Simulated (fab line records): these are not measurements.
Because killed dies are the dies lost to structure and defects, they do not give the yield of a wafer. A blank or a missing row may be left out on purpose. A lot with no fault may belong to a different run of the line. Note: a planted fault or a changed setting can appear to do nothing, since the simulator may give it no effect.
Code-filled problem report in 8D (eight disciplines) form + flow berkeley_cmos170 + the parts of the form that need people (team, actions taken, sign-off) are left out

== 1. THE ISSUE ==
Wafers without a fault read 56.80 W, standard deviation 0.043; heater_power_total_W at UCB170_PWELL_PEB_11 reads a mean of 70.13 W on 9 wafers belonging to 3 lots. That is +99 or more standard deviations from the usual mean.
The first sign was on wafer L597.2 at day 5 21:00, on litho_track-02. Wafers with a number at this step in the record: 21, from 7 lots. Rule for "out" (also "out of limits"): further than 4 standard deviations from the usual mean. The other wafers with a number count as sound.

== 2. WHAT IT IS AND WHAT IT IS NOT ==
| question                    | is                     | is not                                                                   |
|-----------------------------|------------------------|--------------------------------------------------------------------------|
| which readings at this step | heater_power_total_W   | resist_line_temp_C                                                       |
| which lots                  | L597, L598, L603       | L588, L596, L604, L610                                                   |
| which wafers of those lots  | all that have a number | -                                                                        |
| read on which tools         | litho_track-02         | litho_track-03, litho_track-04                                           |
| when                        | from day 5 21:00       | up to then (6 sound wafers); but 6 sound wafers of L604, L610 came after |

== 3. THE SUSPECTS, EACH WITH WHAT RULES IT OUT ==
Counting: any tool at a process step up to the reading is kept as a suspect provided that every lot that is out went through it and no sound lot did after the first of them.
- litho_track-02 at UCB170_PWELL_PEB_11: kept. It processed each lot that is out, first L597 at day 5 21:00, and no sound lot thereafter; up to then, the last sound lot it processed was L596 at day 5 04:02. On those wafers its own readings are out: heater_power_total_W.
Remaining after the count: litho_track-02 at UCB170_PWELL_PEB_11.

== 4. THE CAUSE (what the simulator had put in) ==
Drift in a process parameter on litho_track-02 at UCB170_PWELL_PEB_11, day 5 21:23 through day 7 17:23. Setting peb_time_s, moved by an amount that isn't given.
Only this tool survived the counting.

== 5. THE CHAIN OF EFFECTS, in route order ==
Each row: a reading where the mean over the struck wafers with a number is more than 3 standard deviations away from the usual. Readings are gone through only where the record gives a usual standard deviation; hours: the median, over the lots, of the time from a lot's start at the first step in this table giving one to that lot's start at this step; sigmas: the change measured in usual standard deviations.
| hours | step                | reading              | usual   | on struck wafers | change | sigmas      |
|-------|---------------------|----------------------|---------|------------------|--------|-------------|
| 0     | UCB170_PWELL_PEB_11 | heater_power_total_W | 56.80 W | 70.13            | +13.33 | +99 or more |
It contains these process steps:
- UCB170_PWELL_PEB_11
Later measuring or inspecting steps at which every struck wafer that the step has a row for has a number for every such reading, and none has moved that far: UCB170_PWELL_OVL_MEAS_13.

== 6. WHAT WOULD HAVE CAUGHT IT SOONER ==
In this record the first reading out of limits was taken at day 5 21:00.
